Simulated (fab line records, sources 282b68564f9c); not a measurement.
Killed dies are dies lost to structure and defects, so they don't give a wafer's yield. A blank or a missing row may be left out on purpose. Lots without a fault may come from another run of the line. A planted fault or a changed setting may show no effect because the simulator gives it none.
Which tool did it? | flow rit_cmos | 14 lots, 42 wafers sampled, at 6 steps of a route of 202

WHAT THE GAUGES READ, wafer by wafer
RIT_SPACER_THK_MEAS_04.
lot  | measured    | on            | SPACER_NITRIDE_THK (nm)
L487 | day 2 21:37 | film_metro-01 | 248.7 248.8 248.3
L488 | day 3 04:04 | film_metro-03 | 250.2 252.6 251.5
L490 | day 3 14:28 | film_metro-01 | 255.6 256.5 254.7
L493 | day 4 06:00 | film_metro-04 | 286.6 285.0 287.5
L494 | day 4 14:02 | film_metro-03 | 281.9 283.3 282.9
L495 | day 4 15:58 | film_metro-03 | 286.2 285.3 286.2
L497 | day 5 00:32 | film_metro-04 | 249.4 249.0 249.8
L501 | day 5 22:42 | film_metro-01 | 248.2 247.5 249.1
L503 | day 6 11:31 | film_metro-01 | 246.4 247.1 247.5
L505 | day 6 21:08 | film_metro-04 | 249.5 248.9 252.3
L506 | day 6 23:11 | film_metro-03 | 251.8 253.0 252.4
L508 | day 7 09:25 | film_metro-04 | 251.9 252.1 252.1
L509 | day 7 12:48 | film_metro-03 | 245.7 249.4 251.4
L510 | day 7 18:47 | film_metro-03 | 247.0 244.7 248.3

RIT_CONTACT_CD_MEAS_90: target cd 1000 nm.
lot  | measured    | on        | cd_nm (nm)
L487 | day 3 04:40 | cd_sem-02 | 1000.5 1000.5 999.4
L488 | day 3 10:56 | cd_sem-02 | 1001.9 1003.0 1004.4
L490 | day 3 20:57 | cd_sem-01 | 1002.4 1000.6 1000.9
L493 | day 4 12:28 | cd_sem-02 | 996.6 999.4 1000.6
L494 | day 4 21:09 | cd_sem-01 | 999.6 1000.2 997.8
L495 | day 4 22:26 | cd_sem-02 | 997.7 998.8 999.4
L497 | day 5 07:16 | cd_sem-02 | 996.6 999.8 996.1
L501 | day 6 05:42 | cd_sem-01 | 1002.0 998.1 1000.7
L503 | day 6 18:04 | cd_sem-02 | 998.9 1000.8 1001.6
L505 | day 7 03:47 | cd_sem-02 | 1002.0 1001.7 1001.8
L506 | day 7 06:03 | cd_sem-02 | 1001.7 1003.5 1002.4
L508 | day 7 16:10 | cd_sem-02 | 1000.0 999.5 1000.7
L509 | day 7 19:23 | cd_sem-02 | 999.8 998.8 1000.8
L510 | day 8 01:19 | cd_sem-02 | 1001.9 1001.2 1001.0

WHICH TOOL RAN EACH LOT (tool, then ch and the chambers of the sampled wafers, then the start)
lot  | RIT_ACTIVE_ETCH_13                | RIT_ACTIVE_STRIP_14                 | RIT_SPACER_CVD_03          | RIT_SPACER_ETCHBACK_05
L487 | rie_diel-03 ch 0,2,3, day 1 14:50 | plasma_asher-02 ch 0,1, day 1 14:58 | lpcvd-02 ch 1, day 2 19:43 | rie_diel-01 ch 1,2, day 2 21:41
L488 | rie_diel-04 ch 0,1,3, day 1 19:43 | plasma_asher-04 ch 0,1, day 1 19:50 | lpcvd-01 ch 1, day 3 02:08 | rie_diel-01 ch 0,1, day 3 04:07
L490 | rie_diel-04 ch 2,3, day 2 05:43   | plasma_asher-02 ch 0,1, day 2 05:50 | lpcvd-01 ch 0, day 3 12:34 | rie_diel-01 ch 1,2,3, day 3 14:32
L493 | rie_diel-03 ch 0,2,3, day 2 20:43 | plasma_asher-01 ch 0,1, day 2 20:54 | lpcvd-01 ch 1, day 4 03:06 | rie_diel-04 ch 1,3, day 4 06:02
L494 | rie_diel-02 ch 1,3, day 3 03:49   | plasma_asher-01 ch 0,1, day 3 03:58 | lpcvd-01 ch 0, day 4 12:07 | rie_diel-04 ch 0,3, day 4 14:05
L495 | rie_diel-04 ch 1,2,3, day 3 06:50 | plasma_asher-04 ch 0,1, day 3 06:58 | lpcvd-01 ch 0, day 4 14:02 | rie_diel-02 ch 0,1,3, day 4 16:01
L497 | rie_diel-03 ch 2,3, day 3 16:50   | plasma_asher-04 ch 0,1, day 3 16:58 | lpcvd-02 ch 1, day 4 22:37 | rie_diel-01 ch 0,1,3, day 5 00:36
L501 | rie_diel-03 ch 0,1,2, day 4 12:50 | plasma_asher-01 ch 0,1, day 4 12:58 | lpcvd-02 ch 1, day 5 20:46 | rie_diel-01 ch 1,3, day 5 22:45
L503 | rie_diel-02 ch 1,2, day 4 22:50   | plasma_asher-02 ch 0,1, day 4 22:58 | lpcvd-02 ch 0, day 6 09:36 | rie_diel-04 ch 1,2, day 6 11:35
L505 | rie_diel-04 ch 1,2,3, day 5 11:20 | plasma_asher-02 ch 0,1, day 5 11:28 | lpcvd-02 ch 1, day 6 19:13 | rie_diel-02 ch 0,1,2, day 6 21:11
L506 | rie_diel-02 ch 1,2, day 5 13:52   | plasma_asher-02 ch 0,1, day 5 13:59 | lpcvd-02 ch 0, day 6 21:16 | rie_diel-04 ch 0,1,3, day 6 23:15
L508 | rie_diel-04 ch 0,1,2, day 6 00:21 | plasma_asher-04 ch 0,1, day 6 00:32 | lpcvd-02 ch 0, day 7 06:31 | rie_diel-04 ch 0,1,2, day 7 09:27
L509 | rie_diel-04 ch 0,2,3, day 6 04:58 | plasma_asher-04 ch 0,1, day 6 05:05 | lpcvd-02 ch 1, day 7 09:55 | rie_diel-02 ch 1,2,3, day 7 12:51
L510 | rie_diel-02 ch 1,2, day 6 09:43   | plasma_asher-02 ch 0,1, day 6 09:50 | lpcvd-02 ch 0, day 7 15:54 | rie_diel-02 ch 0,3, day 7 18:50
- RIT_ACTIVE_ETCH_13: etches Si3N4 in SF6, stops on SiO2, time 210 s, target depth 210 nm.
- RIT_ACTIVE_STRIP_14: strips in O2, time 180 s.
- RIT_SPACER_CVD_03: deposits Si3N4 from SiH2Cl2/NH3, target thk 250 nm, time 3300 s.
- RIT_SPACER_ETCHBACK_05: etches Si3N4 in SF6/CHF3, stops on SiO2, target depth 250 nm, time 240 s.

WHAT THE TOOLS THEMSELVES READ (means of the sampled wafers that have a number; where no wafer has one, the mark that the record gives instead)
RIT_ACTIVE_ETCH_13.
lot  | tool        | drypump_motor_current_A (A) | oes_product_au (a.u.) | throttle_valve_pct (%)
L487 | rie_diel-03 | 5.7                         | 0.829                 | 7.62
L488 | rie_diel-04 | 5.8                         | 0.808                 | 7.38
L490 | rie_diel-04 | 6.0                         | 0.813                 | 7.37
L493 | rie_diel-03 | 5.6                         | 0.825                 | 7.61
L494 | rie_diel-02 | 5.8                         | 0.817                 | 7.49
L495 | rie_diel-04 | 5.5                         | 0.820                 | 7.45
L497 | rie_diel-03 | 5.7                         | 0.831                 | 7.65
L501 | rie_diel-03 | 5.9                         | 0.830                 | 7.51
L503 | rie_diel-02 | 5.1                         | 0.829                 | 7.53
L505 | rie_diel-04 | 5.5                         | 0.819                 | 7.46
L506 | rie_diel-02 | 5.4                         | 0.828                 | 7.51
L508 | rie_diel-04 | 5.5                         | 0.811                 | 7.52
L509 | rie_diel-04 | 6.0                         | 0.807                 | 7.44
L510 | rie_diel-02 | 5.1                         | 0.824                 | 7.53

RIT_ACTIVE_STRIP_14.
lot  | tool            | drypump_motor_current_A (A)
L487 | plasma_asher-02 | 6.3
L488 | plasma_asher-04 | 5.9
L490 | plasma_asher-02 | 6.3
L493 | plasma_asher-01 | 6.4
L494 | plasma_asher-01 | 6.0
L495 | plasma_asher-04 | 5.6
L497 | plasma_asher-04 | 5.9
L501 | plasma_asher-01 | 6.4
L503 | plasma_asher-02 | 6.3
L505 | plasma_asher-02 | 6.3
L506 | plasma_asher-02 | 6.3
L508 | plasma_asher-04 | 5.6
L509 | plasma_asher-04 | 5.5
L510 | plasma_asher-02 | 6.4

RIT_SPACER_CVD_03.
lot  | tool     | nh3_flow_sccm (sccm) | sih2cl2_flow_sccm (sccm) | spike_tc_centre_C (C)
L487 | lpcvd-02 | 150.7                | 59.96                    | 811.3
L488 | lpcvd-01 | 149.9                | 60.06                    | 812.2
L490 | lpcvd-01 | 150.0                | 60.01                    | 812.0
L493 | lpcvd-01 | 180.5                | 60.07                    | 812.2
L494 | lpcvd-01 | 179.8                | 60.09                    | 811.7
L495 | lpcvd-01 | 179.6                | 60.11                    | 812.1
L497 | lpcvd-02 | 149.6                | 60.11                    | 812.9
L501 | lpcvd-02 | 149.9                | 60.15                    | 812.4
L503 | lpcvd-02 | 150.2                | 60.03                    | 813.3
L505 | lpcvd-02 | 150.7                | 60.05                    | 811.9
L506 | lpcvd-02 | 149.6                | 59.85                    | 814.3
L508 | lpcvd-02 | 149.9                | 60.15                    | 813.2
L509 | lpcvd-02 | 150.1                | 59.85                    | 812.2
L510 | lpcvd-02 | 150.6                | 60.08                    | 813.4

RIT_SPACER_ETCHBACK_05.
lot  | tool        | drypump_motor_current_A (A) | oes_product_au (a.u.) | throttle_valve_pct (%)
L487 | rie_diel-01 | 5.7                         | 0.818                 | 10.31
L488 | rie_diel-01 | 6.2                         | 0.841                 | 10.20
L490 | rie_diel-01 | 6.1                         | 0.853                 | 10.25
L493 | rie_diel-04 | 5.3                         | 0.922                 | 10.21
L494 | rie_diel-04 | 6.3                         | 0.907                 | 10.14
L495 | rie_diel-02 | 5.9                         | 0.927                 | 10.26
L497 | rie_diel-01 | 6.1                         | 0.850                 | 10.16
L501 | rie_diel-01 | 6.6                         | 0.839                 | 10.22
L503 | rie_diel-04 | 4.9                         | 0.831                 | 10.36
L505 | rie_diel-02 | 5.7                         | 0.849                 | 10.25
L506 | rie_diel-04 | 5.8                         | 0.835                 | 10.14
L508 | rie_diel-04 | 5.4                         | 0.842                 | 10.32
L509 | rie_diel-02 | 5.6                         | 0.839                 | 10.31
L510 | rie_diel-02 | 6.3                         | 0.829                 | 10.20

THE ANSWER, worked out from the rows above alone
Rule: what is usual is taken from the lots themselves. Put in order of their means at a reading, lots are off if they are a third of the lots or fewer, leave a main group of 4 or more, and stand apart from it by a gap of 3 or more times the standard deviation of the main group's means; of several such gaps the widest counts. A main group whose means are all the same, to the digits that the tables above print for the reading, isn't used. A lot without any number at a reading at which 4 lots or more have one is off too. The other lots that the step has rows for count as sound. The gauges are gone through in route order, then the tools' own readings, and for those a lot's mean is taken as printed above. The first step at which some lot is off is used, and at that step the reading that is off furthest; a lot without a number counts as furthest.
Off: L493, L494, L495, at RIT_SPACER_THK_MEAS_04 (SPACER_NITRIDE_THK). The main group: mean 250.0 nm, standard deviation 2.5.
A tool fits if, at a process step before that reading, it ran every lot that is off, and no sound lot after the first of them. The gauges at RIT_SPACER_THK_MEAS_04 aren't tried: what is off there is off at RIT_SPACER_CVD_03 too, on other tools, and a gauge's error can't cause that. One fits: lpcvd-01 at RIT_SPACER_CVD_03. Its last sound lot is L490 (day 3 12:34), its first lot that is off L493 (day 4 03:06): a fault that began between those two fits.
The tool's own readings at RIT_SPACER_CVD_03 bear it out: on the lots that are off they differ by more than 5 times the standard deviation of the sound lots' means. nh3_flow_sccm reads 180.0 sccm there against 150.1 sccm on the sound lots.

WHAT THE SIMULATOR HAD PUT IN
Process parameter drift: lpcvd-01, from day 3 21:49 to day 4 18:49, at RIT_SPACER_CVD_03. Setting nh3_flow_sccm, moved by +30, from 150. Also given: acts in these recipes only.
Lots struck among those shown: L493, L494, L495. The rule above found the same.
